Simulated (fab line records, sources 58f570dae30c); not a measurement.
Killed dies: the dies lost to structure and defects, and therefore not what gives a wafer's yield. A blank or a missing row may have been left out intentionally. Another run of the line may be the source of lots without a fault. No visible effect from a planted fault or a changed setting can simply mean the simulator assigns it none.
One fault seen from 2 desks | flow berkeley cmos170 | only its own numbers are on each desk; what lay behind them is given at the end

## AT THE METROLOGY DESK
Means of the sampled wafers that have a number, per lot and without regard to the tool the lot ran on: this is what the gauges read. The brackets show how far a lot's mean lies from the usual mean; more than 4 standard deviations puts the lot out of limits, marked OUT.
Columns: A = NWELL_NITRIDE_THK at UCB170_NWELL_THK_MEAS_05, usual 224.5 nm; B = NLDD_TW at UCB170_NLDD_TW_MEAS_11, usual 2216; C = NLDD_RS at UCB170_SDANNEAL_RS_MEAS_05, usual 615.9 ohm/sq; D = M2_AL_THK at UCB170_M2_THK_MEAS_03, usual 948 nm
lot  | first seen here | A     | B              | C               | D
L366 | day 2 22:15     | 224.9 | 2209           | 617.6           | 940
L367 | day 3 07:16     | 223.5 | 2216           | 615.7           | 948
L368 | day 3 07:16     | 224.2 | 2210           | 618.9           | 959
L369 | day 3 17:40     | 224.4 | 2034 (-15) OUT | 754.9 (+93) OUT | 956
L372 | day 4 03:52     | 221.8 | 2209           | 613.7           | 937
L373 | day 4 08:41     | 222.8 | 2041 (-15) OUT | 753.2 (+92) OUT | 950
L375 | day 4 15:08     | 223.3 | 2029 (-16) OUT | 755.1 (+93) OUT | 932
L377 | day 5 02:29     | 222.9 | 2232           | 617.8           | 940
L380 | day 5 04:59     | 227.4 | 2215           | 615.6           | 947
L381 | day 5 12:49     | 224.2 | 2217           | 616.8           | 954
L383 | day 5 20:51     | 226.2 | 2195           | 618.3           | 959
L385 | day 6 07:49     | 223.9 | 2208           | 614.0           | 934
L386 | day 6 10:24     | 224.6 | 2244           | 615.5           | 959
L387 | day 6 18:14     | 226.9 | 2217           | 615.4           | 936
L388 | day 6 23:38     | 222.8 | 2210           | 615.8           | 969
This desk reports L369, L373, L375 out of limits; the earliest was L369 at day 7 18:01 (NLDD_TW at UCB170_NLDD_TW_MEAS_11). In limits: L366, L367, L368, L372, L377, L380, L381, L383, L385, L386, L387, L388.

## AT THE TOOL OWNER'S DESK: implanter-03
For each lot that ran on this tool, the mean over its sampled wafers that have a number, from the tool's own readings at UCB170_NLDD_IMPLANT_09. The brackets show how far a lot's mean lies from the usual mean; more than 4 standard deviations puts the lot out of limits, marked OUT.
Columns: A = beam on s at UCB170_NLDD_IMPLANT_09, usual 9.97 s; B = dose ions cm2 at UCB170_NLDD_IMPLANT_09, usual 5e+13; C = faraday current uA at UCB170_NLDD_IMPLANT_09, usual 159
lot  | first seen here | A     | B                       | C
L367 | day 7 06:30     | 9.89  | 5e+13                   | 161
L366 | day 7 07:06     | 9.92  | 5e+13                   | 160
L369 | day 7 17:46     | 10.15 | 2e+13 (-99 or more) OUT | 73 (-27) OUT
L373 | day 8 14:55     | 10.05 | 2e+13 (-99 or more) OUT | 74 (-26) OUT
L375 | day 8 15:26     | 10.21 | 2e+13 (-99 or more) OUT | 73 (-27) OUT
This desk's finding: out of limits on L369, L373, L375; first on L369, day 7 17:46 (dose ions cm2 at UCB170_NLDD_IMPLANT_09). In limits: L367, L366.

## TAKEN TOGETHER
The tool owner's desk had the chance to raise an alarm at day 7 17:46 on L369, L373, L375.
At day 7 18:01 the metrology desk could have sounded an alarm, on L369, L373, L375.
On implanter-03, each named lot ran UCB170_NLDD_IMPLANT_09.

## WHAT WAS PUT IN BY THE SIMULATOR
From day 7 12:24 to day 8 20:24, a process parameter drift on implanter-03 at UCB170_NLDD_IMPLANT_09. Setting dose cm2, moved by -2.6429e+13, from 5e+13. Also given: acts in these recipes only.
Shown lots that were struck: L369, L373, L375.
Delay (hours) between the fault's onset and each desk's first out-of-limits reading: 5 at the tool owner's desk, 6 at the metrology desk.
